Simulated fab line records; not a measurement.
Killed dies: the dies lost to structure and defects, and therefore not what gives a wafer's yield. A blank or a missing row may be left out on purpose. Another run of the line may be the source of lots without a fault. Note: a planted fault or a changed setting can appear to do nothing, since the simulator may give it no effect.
fab line records	flow rit_cmos
record lots=13	wafers=39	last_day=5
route steps=202 shown NRETRO@61 M1@202
lots that met no fault: taken from a fault-free run of the same line
start_h: start of the lot's first displayed wafer, in hours after the record's first day	wait_h: hours elapsed since this lot's preceding step	" as in the row above	L1.1+2: a row that stands for several wafers	- no value present, or no start provided	* or withheld: withheld	< > ~ a bound
route shown NAME@n: NAME is a module with steps in the file, n the number in the route of the first one	usual: the fault-free wafers' mean and standard deviation	same: alike in all rows	chamber/n: place in a boat	sites: each site's reading	_std_site: their standard deviation	_edge_site: the outer-site mean with the inner-site mean subtracted	radius_mm: how far each site lies from the wafer's centre	mask NAME#n: copy n	behind: tool/chamber where the wafer was last shaped	hold: the reason the lot was held/the length of the hold in hours/how it ended	device: which transistor (n, p or np) failed to switch	end of line: the tests these same wafers got at the end of their route	for a step that has no rows: nothing shown but its recipe	killed: the dies lost at the first sort to structure and to defects; this is not the yield of the wafer	map: a wafer's dies, marking killed ones x, the rest . and places with no die _
set.NAME: the setting as run; set.NAME@STEP: as run at that earlier step	model.NAME: the simulator's own value behind a step, which no gauge read
steps of the route over a sample of lots; a table a step, a row a wafer
services: from which hour (start_h, from the record's first day; less than 0 if before it) a tool's chamber was out of use, for how many hours, and why
## steps
# step RIT_NRETRO_IMPLANT_08
# recipe species=P	energy_kev=70	dose_cm2=1e+13	tilt_deg=7
# usual beam_energy_keV=70.002/0.021	implant_ion_amu=31/0
lot.wafer	tool	chamber	start_h	wait_h	beam_energy_keV	implant_ion_amu
L639.2	implanter-02	0	29.11	0.2	70.018	31
L639.3	"	0	"	"	69.992	31
L639.5	"	0	"	"	69.970	31
L640.3	implanter-03	0	35.32	0.2	69.965	31
L640.5	"	0	"	"	69.993	31
L640.6	"	0	"	"	69.983	31
L641.1	implanter-03	0	39.94	0.2	70.033	31
L641.4	"	0	"	"	70.067	31
L641.6	"	0	"	"	70.004	31
L642.1	implanter-01	0	45.12	0.2	69.995	31
L642.5	"	0	"	"	69.994	31
L642.6	"	0	"	"	70.001	31
L643.4	implanter-01	0	49.29	0.2	69.990	31
L643.5	"	0	"	"	70.021	31
L643.6	"	0	"	"	69.985	31
L644.1	implanter-01	0	54.15	0.2	70.032	31
L644.2	"	0	"	"	70.011	31
L644.4	"	0	"	"	70.005	31
L645.1	implanter-01	0	59.62	0.2	69.998	31
L645.2	"	0	"	"	70.004	31
L645.3	"	0	"	"	70.035	31
L646.1	implanter-01	0	64.11	0.2	69.976	31
L646.2	"	0	"	"	69.998	31
L646.4	"	0	"	"	69.985	31
L647.2	implanter-01	0	69.78	0.2	70.047	31
L647.4	"	0	"	"	70.016	31
L647.6	"	0	"	"	70.023	31
L649.1	implanter-02	0	80.33	0.2	69.987	75
L649.3	"	0	"	"	69.979	75
L649.5	"	0	"	"	69.965	75
L650.1	implanter-02	0	84.87	0.2	69.987	75
L650.5	"	0	"	"	69.999	75
L650.6	"	0	"	"	70.008	75
L651.2	implanter-02	0	89.42	0.2	69.993	75
L651.4	"	0	"	"	69.981	75
L651.5	"	0	"	"	69.997	75
L652.1	implanter-02	0	94.68	0.2	69.992	75
L652.5	"	0	"	"	69.979	75
L652.6	"	0	"	"	69.985	75
# step RIT_NRETRO_TW_MEAS_10
# usual NRETRO_TW=1055/7.4
lot.wafer	tool	chamber	start_h	wait_h	NRETRO_TW
L639.2	film_metro-02	-	29.42	0.1	1052
L639.3	"	-	"	"	1047
L639.5	"	-	"	"	1046
L640.3	film_metro-03	-	35.61	0.1	1062
L640.5	"	-	"	"	1063
L640.6	"	-	"	"	1062
L641.1	film_metro-04	-	40.26	0.1	1057
L641.4	"	-	"	"	1055
L641.6	"	-	"	"	1064
L642.1	film_metro-03	-	45.45	0.1	1060
L642.5	"	-	"	"	1060
L642.6	"	-	"	"	1061
L643.4	film_metro-04	-	49.57	0.1	1051
L643.5	"	-	"	"	1042
L643.6	"	-	"	"	1048
L644.1	film_metro-04	-	54.47	0.1	1057
L644.2	"	-	"	"	1059
L644.4	"	-	"	"	1054
L645.1	film_metro-03	-	59.95	0.1	1072
L645.2	"	-	"	"	1065
L645.3	"	-	"	"	1069
L646.1	film_metro-04	-	64.44	0.1	1049
L646.2	"	-	"	"	1052
L646.4	"	-	"	"	1058
L647.2	film_metro-03	-	70.09	0.1	1067
L647.4	"	-	"	"	1066
L647.6	"	-	"	"	1071
L649.1	film_metro-02	-	80.66	0.1	1431
L649.3	"	-	"	"	1430
L649.5	"	-	"	"	1430
L650.1	film_metro-02	-	85.20	0.1	1427
L650.5	"	-	"	"	1424
L650.6	"	-	"	"	1435
L651.2	film_metro-02	-	89.73	0.1	1429
L651.4	"	-	"	"	1428
L651.5	"	-	"	"	1421
L652.1	film_metro-02	-	95.00	0.1	1423
L652.5	"	-	"	"	1432
L652.6	"	-	"	"	1434
# step RIT_M1_PROBE_99
# usual killed_at_contacts=0.1/0.29	killed_at_front_end=7/3	killed_dies=7/3	killed_open=3.5/2	killed_short=3.4/2
# same gross_dies=264	killed_at_M0_to_M3=0	killed_at_M4_up=0	killed_at_back_side=0	killed_at_other=0
lot.wafer	tool	chamber	start_h	wait_h	killed_at_contacts	killed_at_front_end	killed_dies	killed_open	killed_short
L651.5	prober-01	-	116.83	0.2	0	10	10	6	3
# killed by level:class
L651.5 GATE:geometric_particle:open=2 SILICIDE:geometric_particle:open=2 FOX1:geometric_particle:open=1 FOX2:geometric_particle:short=1 REOX:geometric_particle:open=1 REOX:geometric_particle:short=1 SILICIDE:geometric_particle:short=1 GATE:area_expose=1
## services
tool	chamber	start_h	hours	kind
implanter-03	-	10.71	1.0	repair
implanter-02	-	17.30	0.5	repair
implanter-03	-	53.75	17.6	repair
implanter-02	-	58.08	7.7	repair
implanter-01	-	77.66	3.2	repair
implanter-01	-	92.37	6.4	repair
## key
first_sign step=RIT_NRETRO_IMPLANT_08	reading=implant_ion_amu	direction=up	sigmas=99+	usual=31	struck=75
effect step=RIT_NRETRO_TW_MEAS_10	reading=NRETRO_TW	direction=up	sigmas=50	usual=1055	struck=1429
met_at RIT_NRETRO_IMPLANT_08
struck_lots L649,L650,L651,L652
tester_left_out L649,L650,L651,L652
onset_between 69.78 80.33
fault kind=wrong_recipe_download	tool=implanter-01,implanter-02,implanter-03	chamber=-	onset_h=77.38	steps=RIT_NRETRO_IMPLANT_08	wrong_recipe.not_listed=1
# tester_left_out: of these lots the tester's yield and bins aren't shown, on N5 and GAA mostly nor the transistor test; their killed dies are dies lost to structure and defects alone, not to doping, threshold or leakage, so they don't give the yield
